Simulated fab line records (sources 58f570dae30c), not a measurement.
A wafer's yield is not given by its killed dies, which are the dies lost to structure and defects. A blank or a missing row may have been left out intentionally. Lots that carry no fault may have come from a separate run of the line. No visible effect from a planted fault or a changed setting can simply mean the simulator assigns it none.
Matching of chambers	flow berkeley-cmos170	4 sister chambers for UCB170_V1_CMP_02 on cmp-02
The step polishes SiO2. 4 wafers are shown with their chamber, then 7 later ones without.

== EACH WAFER AND ITS CHAMBER ==
wafer	chamber	motor-current-A (A)
L383.5	3	18.5
L388.4	2	14.0
L394.1	1	16.9
L394.2	0	13.5

== WAFERS WITH NO CHAMBER GIVEN ==
wafer	motor-current-A (A)
L394.6	14.0
L396.3	15.6
L396.5	19.8
L396.6	16.1
L400.2	14.6
L400.5	15.6
L400.6	16.9

== WHICH CHAMBER EACH ONE RAN IN ==
wafer	from the rows above	in truth
L394.6	can't be placed: 2 or 0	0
L396.3	can't be placed: 1 or 2 or 0 or 3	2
L396.5	can't be placed: 3 or 1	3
L396.6	can't be placed: 1 or 2 or 3 or 0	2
L400.2	can't be placed: 2 or 0 or 1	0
L400.5	can't be placed: 1 or 2 or 0 or 3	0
L400.6	can't be placed: 1 or 3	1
Correct placement for 0 of the 7. Not placeable from these rows: 7 (in 7, the candidates include the true chamber). Wrongly placed: 0.
How it was worked out, from the rows above alone: a wafer's distance from a chamber is the root of the sum, over the readings, of the square of ((its reading less the chamber's mean) divided by the reading's scatter). If the next closest chamber is less than 2 further off than the closest, the wafer can't be placed; otherwise it belongs to the closest. A chamber's mean is the mean of its shown wafers. The scatter: root of mean squared gap, hidden wafer to nearest shown wafer, with one shown wafer a chamber.
